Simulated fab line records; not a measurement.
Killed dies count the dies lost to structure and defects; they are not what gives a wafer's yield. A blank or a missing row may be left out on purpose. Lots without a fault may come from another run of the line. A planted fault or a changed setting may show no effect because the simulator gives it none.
The tool behind it: which one? | flow rit cmos | 45 wafers from 15 lots sampled at 2 of the route's 202 steps

## WHAT THE GAUGES SHOWED, per wafer
Not one reading of a measure or inspect step in the record can be checked against a usual standard deviation.

## WHAT TOOL EACH LOT RAN ON (gives the tool, then ch and the chambers of the sampled wafers, and finally the start)
lot  | RIT_M1_ANNEAL_15             | RIT_M1_PROBE_99
L685 | furnace-02 ch 0, day 3 17:10 | -
L687 | furnace-02 ch 0, day 3 23:01 | -
L688 | furnace-02 ch 0, day 4 06:16 | -
L690 | furnace-02 ch 0, day 4 14:52 | -
L691 | furnace-02 ch 0, day 5 01:02 | -
L692 | furnace-02 ch 0, day 5 04:04 | -
L693 | furnace-02 ch 0, day 5 11:45 | -
L694 | furnace-02 ch 0, day 5 16:54 | -
L695 | furnace-02 ch 0, day 5 19:37 | prober-01, day 5 21:14
L696 | furnace-02 ch 0, day 6 00:25 | prober-02, day 6 02:11
L698 | furnace-02 ch 0, day 6 11:35 | prober-02, day 6 13:22
L699 | furnace-02 ch 0, day 6 13:47 | prober-01, day 6 15:28
L703 | furnace-02 ch 0, day 7 08:55 | prober-01, day 7 10:35
L704 | furnace-02 ch 0, day 7 15:19 | -
L705 | furnace-02 ch 0, day 7 20:19 | -
- RIT_M1_ANNEAL_15: time 1800 s.
- RIT_M1_PROBE_99

## WHAT THE TOOLS THEMSELVES READ (means of the sampled wafers that have a number; where no wafer has one, the mark that the record gives instead)
RIT_M1_ANNEAL_15. Usual: spike tc centre C 452.1 C, standard deviation 1; spike tc load C 467.4 C, standard deviation 1; spike tc source C 465.9 C, standard deviation 0.98; tube center temp C 450.01 C, standard deviation 0.039; tube_center_temp_C_max 451.17, standard deviation 0.2; zone power centre pct 20.92 %, standard deviation 0.19; zone power load pct 6.20 %, standard deviation 0.057; zone power source pct 6.14 %, standard deviation 0.06.
lot  | tool       | spike tc centre C (C) | spike tc load C (C) | spike tc source C (C) | tube center temp C (C) | tube_center_temp_C_max | zone power centre pct (%) | zone power load pct (%) | zone power source pct (%) | flag
L685 | furnace-02 | 452.4                 | 466.3               | 466.4                 | 449.97                 | 451.07                 | 21.09                     | 6.16                    | 6.16                      |
L687 | furnace-02 | 451.5                 | 467.4               | 465.8                 | 450.01                 | 451.06                 | 20.84                     | 6.21                    | 6.11                      |
L688 | furnace-02 | 452.2                 | 468.0               | 465.5                 | 449.98                 | 450.96                 | 21.10                     | 6.17                    | 6.14                      |
L690 | furnace-02 | 452.3                 | 467.9               | 466.3                 | 450.01                 | 451.25                 | 20.91                     | 6.17                    | 6.09                      |
L691 | furnace-02 | 452.4                 | 467.6               | 465.3                 | 449.97                 | 451.09                 | 20.92                     | 6.19                    | 6.11                      |
L692 | furnace-02 | 452.9                 | 467.2               | 464.9                 | 450.03                 | 451.24                 | 20.88                     | 6.19                    | 6.19                      |
L693 | furnace-02 | 452.7                 | 467.4               | 464.8                 | 450.01                 | 451.08                 | 21.03                     | 6.16                    | 6.17                      |
L694 | furnace-02 | 451.5                 | 467.3               | 466.6                 | 450.03                 | 451.23                 | 20.92                     | 6.17                    | 6.11                      |
L695 | furnace-02 | 453.1                 | 467.4               | 465.4                 | 449.96                 | 451.44                 | 20.98                     | 6.25                    | 6.09                      |
L696 | furnace-02 | 452.2                 | 467.3               | 466.6                 | 450.00                 | 451.47                 | 20.84                     | 6.25                    | 6.14                      |
L698 | furnace-02 | 452.1                 | 467.4               | 465.5                 | 450.01                 | 450.96                 | 20.85                     | 6.20                    | 6.14                      |
L699 | furnace-02 | 451.9                 | 466.7               | 465.5                 | 449.99                 | 451.04                 | 20.98                     | 6.20                    | 6.11                      |
L703 | furnace-02 | 421.8                 | 436.4               | 435.2                 | 420.00                 | 421.24                 | 19.40                     | 5.51                    | 5.43                      | OFF
L704 | furnace-02 | 422.3                 | 437.2               | 435.3                 | 420.06                 | 421.24                 | 19.39                     | 5.51                    | 5.47                      | OFF
L705 | furnace-02 | 422.1                 | 436.8               | 435.3                 | 419.98                 | 421.07                 | 19.30                     | 5.53                    | 5.51                      | OFF

RIT_M1_PROBE_99. Usual: defect limited yield 97.4 %, standard deviation 1.1; killed at contacts 0.1, standard deviation 0.3; killed at front end 6.9, standard deviation 2.9; killed dies 7.0, standard deviation 2.9; killed open 3.3, standard deviation 2; killed short 3.7, standard deviation 2; sort_bin_3_pad_short 0.1 %, standard deviation 0.22; sort_bin_5_function 1.5 %, standard deviation 0.81; sort_bin_6_memory 1.0 %, standard deviation 0.64; sort n pass 257.0, standard deviation 2.9; sort yield pct 97.4 %, standard deviation 1.1.
lot  | tool      | defect limited yield (%) | killed at contacts | killed at front end | killed dies | killed open | killed short | sort_bin_3_pad_short (%) | sort_bin_5_function (%) | sort_bin_6_memory (%) | sort n pass | sort yield pct (%) | flag
L695 | prober-01 | 97.1                     | 0.0                | 7.7                 | 7.7         | 4.0         | 3.7          | 0.0                      | 1.8                     | 1.2                   | 256.3       | 97.1               |
L696 | prober-02 | 96.6                     | 0.0                | 9.0                 | 9.0         | 2.7         | 6.3          | 0.1                      | 2.0                     | 1.3                   | 255.0       | 96.6               |
L698 | prober-02 | 96.9                     | 0.0                | 8.3                 | 8.3         | 5.0         | 3.3          | 0.1                      | 2.3                     | 0.8                   | 255.7       | 96.9               |
L699 | prober-01 | 98.1                     | 0.0                | 5.0                 | 5.0         | 1.7         | 3.3          | 0.1                      | 0.7                     | 1.1                   | 259.0       | 98.1               |
L703 | prober-01 | 97.7                     | 0.0                | 6.0                 | 6.0         | 2.3         | 3.7          | 0.0                      | 1.0                     | 1.3                   | 258.0       | 97.7               |

## THE ANSWER, worked out from the rows above alone
Rule: lot off if the mean of its wafers having a number is beyond 3 standard deviations from the usual mean. A lot without any number at a reading at which 4 lots or more have one is off too. Any other lot the step has rows for is counted as sound. After the gauges, taken in route order, come the tools' own readings; for these a lot's mean is taken, as printed above. The first step at which some lot is off is used, and at that step the reading that is off furthest; a lot without a number counts as furthest.
Off: L703, L704, L705 (RIT_M1_ANNEAL_15, tube center temp C).
If a tool, at that step or one of the process steps before it, ran each lot that is off and ran no sound lot following the first of them, it fits. One fits: furnace-02 at RIT_M1_ANNEAL_15. Its last sound lot is L699 (day 6 13:47), its first lot that is off L703 (day 7 08:55): a fault that began between those two fits.
The tool's own readings at RIT_M1_ANNEAL_15 bear it out: on the lots that are off they differ by more than 5 times the standard deviation of the sound lots' means. spike tc centre C reads 422.1 C there against 452.3 C on the sound lots; spike tc load C reads 436.8 C there against 467.3 C on the sound lots; spike tc source C reads 435.3 C there against 465.7 C on the sound lots; tube center temp C reads 420.01 C there against 450.00 C on the sound lots; tube_center_temp_C_max reads 421.18 there against 451.16 on the sound lots; zone power centre pct reads 19.36 % there against 20.95 % on the sound lots; zone power load pct reads 5.52 % there against 6.19 % on the sound lots; zone power source pct reads 5.47 % there against 6.13 % on the sound lots.

## WHAT THE SIMULATOR HAD PUT IN
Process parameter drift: furnace-02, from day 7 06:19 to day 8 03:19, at RIT_M1_ANNEAL_15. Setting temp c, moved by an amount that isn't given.
Lots struck among those shown: L703, L704, L705. The rule above found the same.
